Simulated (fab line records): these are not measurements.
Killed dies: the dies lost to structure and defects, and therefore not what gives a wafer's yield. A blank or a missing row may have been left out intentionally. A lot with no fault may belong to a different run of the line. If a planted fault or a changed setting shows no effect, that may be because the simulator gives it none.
Which tool did it?    flow rit-cmos    Sampling: 13 lots, 39 wafers, 2 of 202 route steps

== WHAT EACH GAUGE READ, for each wafer ==
No reading from a measuring or inspecting step in the record can be judged against a usual standard deviation.

== EACH LOT AND THE TOOL THAT RAN IT (in order: tool; ch and the chambers of the sampled wafers; start) ==
lot   RIT_SPACER_CVD_03           RIT_M1_PROBE_99
L641  lpcvd-02 ch 1, day 2 23:41  prober-01, day 3 12:49
L642  lpcvd-02 ch 0, day 3 02:22  prober-02, day 3 15:34
L643  lpcvd-02 ch 0, day 3 07:15  prober-01, day 3 20:54
L644  lpcvd-02 ch 1, day 3 15:11  prober-01, day 4 04:39
L646  lpcvd-02 ch 0, day 4 04:05  prober-01, day 4 17:17
L647  lpcvd-02 ch 0, day 4 06:14  prober-02, day 4 19:04
L648  lpcvd-01 ch 0, day 4 08:53  prober-01, day 4 22:08
L649  lpcvd-02 ch 1, day 4 14:16  prober-02, day 5 03:30
L650  lpcvd-02 ch 0, day 4 21:55  prober-01, day 5 11:03
L651  lpcvd-01 ch 1, day 5 02:58  prober-02, day 5 16:17
L657  lpcvd-01 ch 1, day 6 04:40  prober-02, day 6 17:48
L662  lpcvd-02 ch 0, day 7 06:52  prober-01, day 7 20:32
L663  lpcvd-02 ch 1, day 7 12:22  prober-02, day 8 01:22
- RIT_SPACER_CVD_03: deposits Si3N4 from SiH2Cl2/NH3, target thk 250 nm, time 3300 s.
- RIT_M1_PROBE_99

== WHAT THE TOOLS THEMSELVES READ (means of the sampled wafers that have a number; where no wafer has one, the mark that the record gives instead) ==
RIT_SPACER_CVD_03. Usual: sih2cl2-flow-sccm 59.98 sccm, standard deviation 0.2.
lot   tool      sih2cl2-flow-sccm (sccm)  flag
L641  lpcvd-02  59.85                     
L642  lpcvd-02  59.97                     
L643  lpcvd-02  59.80                     
L644  lpcvd-02  59.99                     
L646  lpcvd-02  60.06                     
L647  lpcvd-02  60.36                     
L648  lpcvd-01  59.76                     
L649  lpcvd-02  60.05                     
L650  lpcvd-02  60.21                     
L651  lpcvd-01  59.76                     
L657  lpcvd-01  59.89                     
L662  lpcvd-02  60.08                     
L663  lpcvd-02  60.16                     

RIT_M1_PROBE_99. Usual: killed-at-contacts 0.0, standard deviation 0.2; killed-at-front-end 6.6, standard deviation 2.9; killed-dies 6.6, standard deviation 3; killed-open 3.4, standard deviation 2; killed-short 3.2, standard deviation 2.
lot   tool       killed-at-contacts  killed-at-front-end  killed-dies  killed-open  killed-short  flag
L641  prober-01  0.0                 6.0                  6.0          2.3          3.7           
L642  prober-02  0.3                 9.3                  9.7          6.0          3.7           
L643  prober-01  0.0                 10.3                 10.3         6.0          4.3           
L644  prober-01  0.0                 8.0                  8.0          3.3          4.7           
L646  prober-01  0.0                 8.0                  8.0          4.0          4.0           
L647  prober-02  0.3                 5.0                  5.3          2.0          3.3           
L648  prober-01  0.0                 5.3                  5.3          3.0          2.3           
L649  prober-02  0.0                 6.3                  6.3          3.3          3.0           
L650  prober-01  0.0                 6.3                  6.3          3.7          2.7           
L651  prober-02  0.0                 5.3                  5.3          4.0          1.3           
L657  prober-02  0.0                 31.7                 31.7         1.3          2.3           OFF
L662  prober-01  0.0                 7.0                  7.0          4.3          2.7           
L663  prober-02  0.0                 10.0                 10.0         5.7          4.3           

== THE ANSWER, worked out from the rows above alone ==
Rule: a lot counts as off when the mean over its wafers that have a number is more than 3 standard deviations away from the usual mean. A lot without any number at a reading at which 4 lots or more have one is off too. The other lots that the step has rows for count as sound. First the gauges in route order, then the tools' own readings, where a lot's mean is used as printed above. The first step at which some lot is off is used, and at that step the reading that is off furthest; a lot without a number counts as furthest.
Off, at RIT_M1_PROBE_99 on killed-at-front-end: L657.
A tool fits if, at that step or a process step before it, it ran every lot that is off, and no sound lot after the first of them. One candidate fits, namely lpcvd-01 at RIT_SPACER_CVD_03. Its last sound lot is L651 (day 5 02:58), its first lot that is off L657 (day 6 04:40): a fault that began between those two fits.

== WHAT THE SIMULATOR HAD INSERTED ==
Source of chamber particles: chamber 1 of lpcvd-01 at RIT_SPACER_CVD_03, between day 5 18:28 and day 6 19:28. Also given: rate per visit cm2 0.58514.
Shown lots that were struck: L657. Same finding as the rule above.
